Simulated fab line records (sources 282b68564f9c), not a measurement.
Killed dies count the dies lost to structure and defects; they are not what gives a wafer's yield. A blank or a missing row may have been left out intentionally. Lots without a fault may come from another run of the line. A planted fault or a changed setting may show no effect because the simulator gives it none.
Which tool did it? | flow rit_cmos | at 1 step of a route of 202, 7 lots with 21 wafers sampled

WHAT EACH GAUGE READ, for each wafer
RIT_ACTIVE_CD_MEAS_11 targets a cd of 1400 nm.
lot  | measured    | on        | cd_nm (nm)
L994 | day 1 19:37 | cd_sem-02 | 1399.9 1400.9 1398.8
L996 | day 2 05:35 | cd_sem-02 | 1401.9 1400.0 1400.6
L100 | day 3 01:29 | cd_sem-02 | 1399.4 1400.1 1399.7
L106 | day 4 08:23 | cd_sem-02 | 1399.5 1400.6 1401.7
L108 | day 4 18:10 | cd_sem-02 | 1400.9 1399.7 1403.3
L111 | day 5 08:26 | cd_sem-02 | 1400.5 1396.8 1398.5
L114 | day 5 23:49 | cd_sem-02 | 1399.4 1397.8 1401.2

WHAT TOOL EACH LOT RAN ON (gives the tool, then ch and the chambers of the sampled wafers, and finally the start)
The record shows no process step preceding these readings.

THE ANSWER, worked out from the rows above alone
Rule: the lots themselves supply what counts as usual. The widest of any qualifying gaps counts: lots, ordered by their means at a reading, are off when they make up no more than a third of the lots, leave a main group of 4 or more, and stand apart from it by 3 or more times the standard deviation of that group's means. The tables above print the reading to a certain number of digits; a main group whose means all agree to those digits is not used. Also off: a lot with no number at a reading for which 4 or more lots have one. All remaining lots with rows at the step are treated as sound.
None of the lots is off at any reading shown; this tells nothing.

WHAT THE SIMULATOR HAD INSERTED
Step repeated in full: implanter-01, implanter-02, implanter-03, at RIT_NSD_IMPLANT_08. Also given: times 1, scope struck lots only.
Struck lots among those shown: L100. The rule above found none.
